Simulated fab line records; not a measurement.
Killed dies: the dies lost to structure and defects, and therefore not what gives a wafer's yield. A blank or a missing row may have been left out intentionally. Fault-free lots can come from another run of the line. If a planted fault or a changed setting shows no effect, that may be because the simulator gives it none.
Which tool did it?	flow rit cmos	Sampling: 14 lots, 42 wafers, 3 of 202 route steps

## WHAT THE GAUGES SHOWED, per wafer
RIT_NRETRO_TW_MEAS_10.
lot	measured	on	NRETRO_TW
L740	day 2 07:20	film metro-03	1061 1064 1070
L741	day 2 11:46	film metro-02	1034 1038 1037
L742	day 2 18:04	film metro-01	1053 1044 1054
L743	day 2 21:52	film metro-02	1040 1039 1042
L744	day 3 04:52	film metro-01	1051 1051 1047
L746	day 3 13:41	film metro-01	1053 1054 1050
L747	day 3 18:49	film metro-03	1062 1067 1068
L748	day 4 01:55	film metro-03	1056 1053 1054
L751	day 4 14:17	film metro-03	1058 1055 1049
L755	day 5 16:29	film metro-03	1066 1068 1063
L756	day 5 21:38	film metro-03	1069 1066 1069
L758	day 6 01:27	film metro-02	1038 1030 1040
L760	day 6 15:04	film metro-01	1053 1050 1050
L761	day 6 20:05	film metro-03	1054 1053 1058

RIT_NLDD_OVL_MEAS_06.
lot	measured	on	NLDD_OVL (nm)
L740	day 2 19:29	overlay-02	-0.9 -0.2 -1.6
L741	day 3 01:22	overlay-01	-3.1 -2.5 -2.5
L742	day 3 05:04	overlay-02	1.1 0.1 1.1
L743	day 3 09:55	overlay-02	0.1 -1.2 -0.1
L744	day 3 20:21	overlay-02	-0.9 -2.4 -0.6
L746	day 4 00:25	overlay-02	-4.0 -2.6 -1.4
L747	day 4 07:09	overlay-02	-0.4 -1.7 -0.2
L748	day 4 14:30	overlay-01	-3.5 -1.5 -2.5
L751	day 5 10:46	overlay-02	0.1 0.3 -2.2
L755	day 6 07:31	overlay-02	-1.9 -3.2 -2.1
L756	day 6 11:05	overlay-02	1.0 -0.6 0.2
L758	day 6 14:34	overlay-01	1.3 -1.1 -0.1
L760	day 7 04:25	overlay-01	1.2 -0.4 0.0
L761	day 7 12:49	overlay-01	-3.1 -1.2 -2.4

## WHAT TOOL EACH LOT RAN ON (gives the tool, then ch and the chambers of the sampled wafers, and finally the start)
lot	RIT_REOX_CLEAN_00
L740	wet bench-03 ch 0, day 2 14:37
L741	wet bench-04 ch 0, day 2 21:22
L742	wet bench-04 ch 0, day 3 00:55
L743	wet bench-02 ch 0, day 3 06:05
L744	wet bench-03 ch 1, day 3 15:35
L746	wet bench-03 ch 3, day 3 20:34
L747	wet bench-02 ch 0, day 4 02:58
L748	wet bench-04 ch 1, day 4 09:44
L751	wet bench-04 ch 0, day 5 05:31
L755	wet bench-03 ch 1, day 6 03:23
L756	wet bench-04 ch 0, day 6 06:13
L758	wet bench-03 ch 3, day 6 09:44
L760	wet bench-04 ch 3, day 6 23:20
L761	wet bench-04 ch 3, day 7 07:56
- RIT_REOX_CLEAN_00: cleans in SC1, time 600 s.

## AS READ BY THE TOOLS THEMSELVES (means over the sampled wafers that have a number; for cases with no such wafer, the mark the record gives instead)
RIT_REOX_CLEAN_00.
lot	tool	run length s (s)
L740	wet bench-03	626.1
L741	wet bench-04	630.9
L742	wet bench-04	624.3
L743	wet bench-02	627.5
L744	wet bench-03	628.1
L746	wet bench-03	626.2
L747	wet bench-02	627.0
L748	wet bench-04	634.3
L751	wet bench-04	632.1
L755	wet bench-03	303.3
L756	wet bench-04	630.9
L758	wet bench-03	302.8
L760	wet bench-04	627.8
L761	wet bench-04	627.4

## THE ANSWER, worked out from the rows above alone
Rule: the lots themselves supply what counts as usual. Put in order of their means at a reading, lots are off if they are a third of the lots or fewer, leave a main group of 4 or more, and stand apart from it by a gap of 3 or more times the standard deviation of the main group's means; of several such gaps the widest counts. If all means in a main group match to the digits the tables above print for the reading, that group is not used. A lot without any number at a reading at which 4 lots or more have one is off too. The other lots that the step has rows for count as sound. Order of review: gauges by route order, followed by the tools' own readings, for which a lot's mean as printed above is used. The first step at which some lot is off is used, and at that step the reading that is off furthest; a lot without a number counts as furthest.
Off: L755, L758 (RIT_REOX_CLEAN_00, run length s). Main group: mean 628.5 s, sd 2.8.
If a tool, at that step or one of the process steps before it, ran each lot that is off and ran no sound lot following the first of them, it fits. One candidate fits, namely wet bench-03 at RIT_REOX_CLEAN_00. Its last sound lot is L746 (day 3 20:34), its first lot that is off L755 (day 6 03:23): a fault that began between those two fits.
On the lots that are off, the tool's own readings at RIT_REOX_CLEAN_00 differ by more than 5 times the standard deviation of the sound lots' means, which bears it out; run length s reads 303.1 s there versus 628.5 s on the sound lots.

## WHAT THE SIMULATOR HAD INSERTED
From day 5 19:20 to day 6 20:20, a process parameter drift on wet bench-03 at RIT_REOX_CLEAN_00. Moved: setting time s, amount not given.
Lots struck among those shown: L755, L758. The rule above found the same.
